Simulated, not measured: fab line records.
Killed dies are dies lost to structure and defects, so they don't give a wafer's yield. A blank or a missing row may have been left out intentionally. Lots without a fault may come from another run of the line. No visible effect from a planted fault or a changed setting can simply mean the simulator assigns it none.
fab line records	flow rit-cmos
[record] lots = 6	wafers = 18	last-day = 7
route steps=202 shown GATE@79 FOX2@80 M1@202
lots untouched by any fault: they come from a run of this same line in which no faults occurred
start-h: hours from the record's first day to the start of the lot's first wafer shown	wait-h: how many hours have passed since the lot's step before this one	" as in the row above	L1.1+2: a single row standing in for several wafers	- either no value or no given start	* or withheld: withheld	< > ~ a bound
route shown NAME@n: a module of which the file shows steps, and the number in the route of the first	usual: mean/standard deviation of fault-free wafers	same: alike in all rows	chamber/n: place in a boat	sites: the reading at each site	_std_site: standard deviation across them	_edge_site: outer sites' mean less inner sites'	radius-mm: how far each site lies from the wafer's centre	mask NAME#n: copy n	behind: the last tool/chamber to shape the wafer	hold: why the lot was held/for how many hours/how that ended	device: transistor that didn't switch, given as n, p or np	end of line: tests of these same wafers at the route's end	where a step has no rows: the recipe by itself	killed: dies that structure and defects cost at the first sort, which is not the same as the wafer's yield	map: per-die view of a wafer (x killed, . not killed, _ where there is no die)
set.NAME: the setting as run; set.NAME@STEP: as run at that earlier step	model.NAME: the simulator's own value behind a step, which no gauge read
certain route steps with their lots: each step a table, each wafer a row
services: from which hour (start-h, from the record's first day; less than 0 if before it) a tool's chamber was out of use, for how many hours, and why
[[steps]]
[step RIT_GATE_CLEAN_04]
[recipe] chemistry = dHF	dilution = 50:1	time-s = 60	dry = n2-spin
[step RIT_FOX2_THK_MEAS_91]
[recipe] reads = SiO2_of_FOX2_OXIDATION_00
[usual] FIELD_OXIDE_LEFT_2_THK = 255/6.6
lot.wafer	tool	chamber	start-h	wait-h	FIELD_OXIDE_LEFT_2_THK[nm]
L714.1	film-metro-03	-	50.86	0.0	251
L714.4	"	-	"	"	253
L714.5	"	-	"	"	250
L717.1	film-metro-02	-	62.66	0.0	244
L717.5	"	-	"	"	249
L717.6	"	-	"	"	254
L720.1	film-metro-03	-	72.29	0.0	253
L720.3	"	-	"	"	255
L720.5	"	-	"	"	260
L724.3	film-metro-01	-	94.73	0.0	255
L724.4	"	-	"	"	256
L724.5	"	-	"	"	260
L726.3	film-metro-03	-	103.67	0.0	260
L726.4	"	-	"	"	265
L726.5	"	-	"	"	265
L733.1	film-metro-03	-	138.98	0.0	250
L733.3	"	-	"	"	246
L733.6	"	-	"	"	251
[step RIT_GATE_OXIDATION_05]
[recipe] temp-c = 900	ambient = O2	target-thk-a = 30	ox-time-s = 270
[step RIT_GATE_ANNEAL_06]
[recipe] temp-c = 900	time-s = 600	ambient = N2O
[step RIT_GATE_THK_MEAS_07]
[recipe] reads = SiO2_of_GATE_OXIDATION_05
[usual] GATE_OXIDE_THK = 3.05/0.06
lot.wafer	tool	chamber	start-h	wait-h	GATE_OXIDE_THK[nm]
L714.1	film-metro-02	-	52.76	0.0	2.95
L714.4	"	-	"	"	2.97
L714.5	"	-	"	"	2.98
L717.1	film-metro-02	-	64.72	0.0	3.09
L717.5	"	-	"	"	3.09
L717.6	"	-	"	"	3.07
L720.1	film-metro-01	-	73.67	0.0	2.98
L720.3	"	-	"	"	3.10
L720.5	"	-	"	"	3.07
L724.3	film-metro-03	-	96.11	0.0	2.91
L724.4	"	-	"	"	2.93
L724.5	"	-	"	"	2.99
L726.3	film-metro-03	-	106.05	0.0	3.07
L726.4	"	-	"	"	3.11
L726.5	"	-	"	"	3.08
L733.1	film-metro-01	-	140.37	0.0	2.93
L733.3	"	-	"	"	3.01
L733.6	"	-	"	"	2.96
[step RIT_GATE_CVD_08]
[recipe] material = poly-Si	target-thk-nm = 250	temp-c = 610	precursor = SiH4	time-s = 2220	pressure-mtorr = 300	sih4-flow-sccm = 100
[step RIT_GATE_THK_MEAS_09]
[recipe] reads = poly-Si_of_GATE_CVD_08
[usual] GATE_POLY_THK = 250.4/2.4
lot.wafer	tool	chamber	start-h	wait-h	GATE_POLY_THK[nm]
L714.1	film-metro-03	-	55.15	0.0	250.7
L714.4	"	-	"	"	250.0
L714.5	"	-	"	"	252.4
L717.1	film-metro-01	-	68.08	0.0	250.8
L717.5	"	-	"	"	250.5
L717.6	"	-	"	"	250.6
L720.1	film-metro-02	-	75.35	0.0	255.1
L720.3	"	-	"	"	253.7
L720.5	"	-	"	"	255.5
L724.3	film-metro-03	-	98.02	0.0	248.2
L724.4	"	-	"	"	247.9
L724.5	"	-	"	"	245.8
L726.3	film-metro-01	-	107.73	0.0	248.8
L726.4	"	-	"	"	249.3
L726.5	"	-	"	"	250.5
L733.1	film-metro-03	-	142.04	0.0	250.4
L733.3	"	-	"	"	250.9
L733.6	"	-	"	"	251.7
[step RIT_GATE_HMDS_10]
[recipe] prime-time-s = 60	prime-temp-c = 140
[step RIT_GATE_COAT_11]
[recipe] resist = NOVOLAK	spin-rpm = 4250	resist-thk-nm = 850
[step RIT_GATE_SOFTBAKE_12]
[recipe] resist = NOVOLAK	temp-c = 90	time-s = 60
[step RIT_GATE_EXPOSE_13]
[recipe] mask-id = M6	na = 0.6	source-shape = conventional	sigma-outer = 0.6	target-cd-nm = 150	dose-mj = 380
[step RIT_GATE_PEB_14]
[recipe] resist = NOVOLAK	temp-c = withheld	time-s = withheld
[step RIT_GATE_DEVELOP_15]
[recipe] resist = NOVOLAK	develop-time-s = 50	dev-temp-c = 23
[usual] developer-temp-C = 23.01/0.13
lot.wafer	tool	chamber	start-h	wait-h	developer-temp-C
L714.1	litho-track-04	0	56	-	22.83
L714.4	"	0	"	"	22.82
L714.5	"	0	"	"	22.83
L717.1	litho-track-04	0	69	-	22.97
L717.5	"	0	"	"	23.15
L717.6	"	0	"	"	23.06
L720.1	litho-track-04	0	76	-	23.17
L720.3	"	0	"	"	23.20
L720.5	"	0	"	"	23.35
L724.3	litho-track-01	0	99	-	22.95
L724.4	"	0	"	"	22.80
L724.5	"	0	"	"	22.86
L726.3	litho-track-01	0	108	-	22.96
L726.4	"	0	"	"	23.01
L726.5	"	0	"	"	23.18
L733.1	litho-track-02	0	142	-	22.92
L733.3	"	0	143	-	23.22
L733.6	"	0	"	"	22.78
[step RIT_GATE_CD_MEAS_16]
[recipe] target-cd-nm = 150
[usual] cd-nm = 150.6/2
lot.wafer	tool	chamber	start-h	wait-h	cd-nm
L714.1	cd-sem-02	-	56.18	-	152.4
L714.4	"	-	"	"	153.4
L714.5	"	-	"	"	152.9
L717.1	cd-sem-01	-	69.40	-	167.6
L717.5	"	-	"	"	166.5
L717.6	"	-	"	"	165.3
L720.1	cd-sem-02	-	76.50	-	161.2
L720.3	"	-	"	"	161.3
L720.5	"	-	"	"	161.6
L724.3	cd-sem-02	-	99.14	-	149.4
L724.4	"	-	"	"	148.8
L724.5	"	-	"	"	151.4
L726.3	cd-sem-01	-	108.79	-	149.8
L726.4	"	-	"	"	152.0
L726.5	"	-	"	"	150.3
L733.1	cd-sem-01	-	143.12	-	152.8
L733.3	"	-	"	"	154.0
L733.6	"	-	"	"	154.6
[step RIT_GATE_OVL_MEAS_17]
[usual] GATE_OVL = 0.1/1.3
lot.wafer	tool	chamber	start-h	wait-h	GATE_OVL[nm]
L714.1	overlay-01	-	56.30	0.1	-1.8
L714.4	"	-	"	"	-1.0
L714.5	"	-	"	"	-3.4
L717.1	overlay-01	-	69.52	0.1	-0.2
L717.5	"	-	"	"	-2.6
L717.6	"	-	"	"	-1.2
L720.1	overlay-01	-	76.62	0.1	0.0
L720.3	"	-	"	"	-0.2
L720.5	"	-	"	"	0.9
L724.3	overlay-02	-	99.23	0.1	0.9
L724.4	"	-	"	"	0.5
L724.5	"	-	"	"	0.6
L726.3	overlay-01	-	108.88	0.1	-0.4
L726.4	"	-	"	"	-0.3
L726.5	"	-	"	"	-0.2
L733.1	overlay-02	-	143.24	0.1	-0.1
L733.3	"	-	"	"	-1.5
L733.6	"	-	"	"	0.1
[step RIT_GATE_HARDBAKE_18]
[recipe] resist = NOVOLAK	temp-c = 140	time-s = 60
[step RIT_GATE_ETCH_19]
[recipe] chemistry = SF6/CHF3/O2	time-s = 165	SF6_flow_sccm = 30	CHF3_flow_sccm = 30	O2_flow_sccm = 5	target = poly-Si	pressure-mtorr = 40	rf-w = 160	target-depth-a = 3125	over-etch-frac = 0.25	stop-on = SiO2
[usual] O2_flow_sccm = 4.997/0.014	drypump-motor-current-A = 5.50/0.2	oes-product-au = 0.851/0.013	throttle-valve-pct = 10.22/0.14
lot.wafer	tool	chamber	start-h	wait-h	O2_flow_sccm	drypump-motor-current-A	oes-product-au	rf-hours-counter-h	throttle-valve-pct	model.GATE.cd-nm
L714.1	rie-si-01	0	56.57	0.1	4.989	5.13	0.859	127	10.15	152.9
L714.4	"	2	"	"	5.016	5.48	0.847	130	10.36	153.7
L714.5	"	2	"	"	4.991	5.48	0.857	-	10.35	152.5
L717.1	rie-si-01	2	69.94	0.1	5.026	5.50	0.859	130	10.35	167.6
L717.5	"	2	"	"	5.010	5.47	0.851	-	10.35	166.6
L717.6	"	3	"	"	5.015	5.50	0.842	-	10.20	165.3
L720.1	rie-si-01	0	76.81	0.1	4.975	5.11	0.868	127	10.15	161.7
L720.3	"	2	"	"	5.013	5.52	0.864	130	10.35	161.3
L720.5	"	3	"	"	4.984	5.53	0.851	-	10.19	161.5
L724.3	rie-si-01	0	99.41	0.1	5.000	5.11	0.850	127	10.15	149.7
L724.4	"	3	"	"	5.009	5.51	0.828	7	10.21	148.5
L724.5	"	0	"	"	5.003	5.09	0.841	-	10.16	151.4
L726.3	rie-si-01	0	109.05	0.1	4.998	5.10	0.849	128	10.16	150.1
L726.4	"	2	"	"	4.990	5.47	0.857	130	10.35	152.1
L726.5	"	3	"	"	4.983	5.50	0.848	-	10.21	150.3
L733.1	rie-si-02	1	143.43	0.1	5.010	5.62	0.834	143	10.21	152.9
L733.3	"	0	"	"	5.004	5.81	0.850	0	10.25	154.4
L733.6	"	1	"	"	5.001	5.61	0.850	-	10.22	154
[step RIT_GATE_STRIP_20]
[recipe] chemistry = O2	time-s = 180	resist = NOVOLAK	platen-temp-c = withheld	power-w = 500	pressure-mtorr = 4000	o2-flow-sccm = 4000
[usual] drypump-motor-current-A = 6.0/0.39
lot.wafer	tool	chamber	start-h	wait-h	drypump-motor-current-A	rf-hours-counter-h
L714.1	plasma-asher-03	0	56.68	0.1	6.5	39
L714.4	"	1	"	"	5.6	-
L714.5	"	0	"	"	6.5	-
L717.1	plasma-asher-02	0	70.05	0.1	6.1	28
L717.5	"	0	"	"	6.1	-
L717.6	"	1	"	"	6.4	-
L720.1	plasma-asher-02	1	76.92	0.1	6.4	29
L720.3	"	1	"	"	6.4	-
L720.5	"	0	"	"	6.1	-
L724.3	plasma-asher-03	0	99.58	0.1	6.4	-
L724.4	"	1	"	"	5.6	-
L724.5	"	0	"	"	6.5	-
L726.3	plasma-asher-03	1	109.22	0.1	5.6	-
L726.4	"	0	"	"	6.5	-
L726.5	"	1	"	"	5.6	-
L733.1	plasma-asher-03	1	143.53	0.1	5.6	49
L733.3	"	0	"	"	6.5	-
L733.6	"	1	"	"	5.6	-
[step RIT_M1_PROBE_99]
[usual] killed-at-contacts = 0.1/0.25	killed-at-front-end = 8/3.3	killed-dies = 8/3.3	killed-open = 3.9/2.1	killed-short = 3.8/2.2
[same] gross-dies = 264	killed_at_M0_to_M3 = 0	killed_at_M4_up = 0	killed-at-back-side = 0	killed-at-other = 0
lot.wafer	tool	chamber	start-h	wait-h	killed-at-contacts	killed-at-front-end	killed-dies	killed-open	killed-short	model.etest.pmos_0p3.r-on-ohm-um	model.etest.pmos_0p15.r-on-ohm-um	model.etest.pmos-turned.r-on-ohm-um	model.etest.nmos_0p3.r-on-ohm-um	model.etest.nmos_0p15.r-on-ohm-um	model.etest.nmos_0p15.drive-ua-um	model.etest.pmos_0p15.drive-ua-um	model.etest.npoly-line.line-ohm-um
L714.1	prober-02	-	79.46	0.1	0	5	5	1	4	6185	2817	3490	2123	1136	466.5	250	160.5
L714.4	prober-02	-	79.61	0.2	0	5	5	1	4	6268	2864	3535	2124	1116	460.8	243.9	160.7
L714.5	prober-02	-	79.66	0.2	0	10	10	5	5	6158	2791	3467	2090	1108	474.6	253.7	162.6
L717.1	prober-02	-	92.54	0.1	1	7	8	2	2	6812	3285	3936	2330	1282	393.4	210.9	141.6
L717.5	prober-02	-	92.74	0.2	0	7	7	4	3	6956	3313	4006	2326	1289	399	208.8	142.1
L717.6	prober-02	-	92.79	0.2	0	6	6	2	3	6839	3226	3936	2317	1258	402.7	214	144
L720.1	prober-02	-	98.70	0.1	0	4	4	1	3	6545	2968	3640	2251	1216	426	231.6	148.5
L720.3	prober-02	-	98.80	0.2	0	14	14	8	6	6893	3092	3819	2315	1248	412.4	220.2	148.3
L720.5	prober-02	-	98.90	0.2	0	11	11	4	7	6787	3082	3786	2277	1227	418.1	224.3	146.6
L724.3	prober-02	-	121.59	0.2	0	9	9	5	4	6028	2649	3256	2056	1076	496	270.2	166.7
L724.4	prober-02	-	121.64	0.2	1	14	15	9	6	6055	2627	3259	2064	1068	499.6	271.8	172
L724.5	prober-02	-	121.69	0.2	0	12	12	7	5	6080	2712	3326	2084	1089	478.4	260.2	164
L726.3	prober-02	-	129.52	0.2	0	5	5	2	3	6346	2841	3492	2213	1201	457.9	248.1	169.1
L726.4	prober-02	-	129.57	0.2	0	4	4	3	1	6378	2813	3507	2195	1142	451.3	245.4	162
L726.5	prober-02	-	129.62	0.2	0	5	5	4	1	6371	2757	3419	2169	1134	456.5	251.6	164.8
L733.1	prober-01	-	163.69	0.1	0	10	10	4	6	6290	2876	3597	2145	1126	464.2	244.6	164.7
L733.3	prober-01	-	163.79	0.2	0	11	11	5	6	6350	2914	3614	2154	1126	456.8	240.7	159.9
L733.6	prober-01	-	163.94	0.2	0	7	7	4	3	6408	2957	3700	2179	1184	452.6	239.8	161
// killed by level:class
L714.1 SILICIDE:geometric-particle:short=2 FOX1:geometric-particle:short=1 GATE:geometric-particle:open=1 GATE:geometric-particle:short=1
L714.4 GATE:geometric-particle:short=3 FOX2:geometric-particle:short=1 GATE:geometric-particle:open=1
L714.5 GATE:geometric-particle:open=4 GATE:geometric-particle:short=2 SILICIDE:geometric-particle:short=2 FOX2:geometric-particle:short=1 REOX:geometric-particle:open=1
L717.1 GATE:area-develop=4 GATE:geometric-particle:short=2 SPACER:geometric-particle:open=1 CONTACT:geometric-particle:open=1
L717.5 GATE:geometric-particle:open=2 SILICIDE:geometric-particle:open=2 FOX2:geometric-particle:short=1 REOX:geometric-particle:short=1 SPACER:geometric-particle:short=1
L717.6 GATE:geometric-particle:short=2 GATE:geometric-particle:open=1 SPACER:geometric-particle:short=1 SPACER:geometric-particle:open=1 GATE:area-develop=1
L720.1 FOX2:geometric-particle:open=1 GATE:geometric-particle:short=1 REOX:geometric-particle:short=1 SPACER:geometric-particle:short=1
L720.3 FOX1:geometric-particle:short=2 FOX1:geometric-particle:open=2 GATE:geometric-particle:open=2 GATE:geometric-particle:short=2 SILICIDE:geometric-particle:open=2 FOX2:geometric-particle:short=1 REOX:geometric-particle:open=1 SPACER:geometric-particle:open=1
L720.5 FOX1:geometric-particle:short=3 FOX2:geometric-particle:short=2 FOX1:geometric-particle:open=1 SPACER:geometric-particle:open=1 GATE:geometric-particle:open=1 GATE:geometric-particle:short=1 SILICIDE:geometric-particle:open=1 SILICIDE:geometric-particle:short=1
L724.3 GATE:geometric-particle:short=3 GATE:geometric-particle:open=2 SILICIDE:geometric-particle:open=2 FOX1:geometric-particle:open=1 SILICIDE:geometric-particle:short=1
L724.4 GATE:geometric-particle:short=4 FOX2:geometric-particle:open=2 GATE:geometric-particle:open=2 FOX1:geometric-particle:open=1 FOX2:geometric-particle:short=1 REOX:geometric-particle:open=1 SPACER:geometric-particle:open=1 SPACER:geometric-particle:short=1
L724.5 GATE:geometric-particle:open=5 FOX1:geometric-particle:short=2 GATE:geometric-particle:short=2 FOX2:geometric-particle:open=1 REOX:geometric-particle:short=1 REOX:geometric-particle:open=1
L726.3 GATE:geometric-particle:short=3 FOX1:geometric-particle:open=1 GATE:geometric-particle:open=1
L726.4 GATE:geometric-particle:open=2 FOX2:geometric-particle:short=1 SPACER:geometric-particle:open=1
L726.5 GATE:geometric-particle:open=2 FOX2:geometric-particle:open=1 FOX2:geometric-particle:short=1 REOX:geometric-particle:open=1
L733.1 GATE:geometric-particle:short=2 REOX:geometric-particle:short=2 SILICIDE:geometric-particle:open=2 FOX2:geometric-particle:open=1 FOX2:geometric-particle:short=1 GATE:geometric-particle:open=1 SPACER:geometric-particle:short=1
L733.3 FOX2:geometric-particle:short=2 GATE:geometric-particle:open=2 REOX:geometric-particle:open=2 FOX1:geometric-particle:short=1 GATE:geometric-particle:short=1 SPACER:geometric-particle:short=1 SILICIDE:geometric-particle:open=1 SILICIDE:geometric-particle:short=1
L733.6 GATE:geometric-particle:open=2 FOX1:geometric-particle:open=1 GATE:geometric-particle:short=1 REOX:geometric-particle:open=1 SPACER:geometric-particle:short=1 SILICIDE:geometric-particle:short=1
[[services]]
tool	chamber	start-h	hours	kind
rie-si-02	0	67.45	2.5	repair
rie-si-02	2	72.35	3.4	repair
plasma-asher-03	-	99.70	4.1	repair
rie-si-02	0	116.19	-	clean
rie-si-02	0	116.19	20.9	scheduled-down
rie-si-02	0	116.19	20.9	vent-cycle
[[key]]
[first-sign] step = RIT_GATE_CD_MEAS_16	reading = cd-nm	direction = up	sigmas = 6.6	usual = 150.6	struck = 163.9	through = control-loop
effect none on later readings
[model-effect] step = RIT_GATE_ETCH_19	value = GATE.cd-nm	without = 151	struck = 164
[model-effect] step = RIT_M1_PROBE_99	value = etest.pmos_0p3.r-on-ohm-um	without = 6479	struck = 6805
met-at RIT_GATE_DEVELOP_15
struck-wafers L717.1,L717.5,L717.6,L720.1,L720.3,L720.5
tester-left-out L717,L720
[loop-trim] step = RIT_GATE_EXPOSE_13	setting = dose	lots = L720
[fault] kind = process-parameter-drift	tool = litho-track-04	chamber = -	onset-h = 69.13	steps = RIT_GATE_DEVELOP_15	channel = develop-time-s	offset = *	shape = step	end-h = 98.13	acts-in = *	stated = *
// tester-left-out: of these lots the tester's yield and bins aren't shown, on N5 and GAA mostly nor the transistor test; their killed dies are dies lost to structure and defects alone, not to doping, threshold or leakage, so they don't give the yield
// loop-trim: a control loop set the setting to another value than it would have without faults
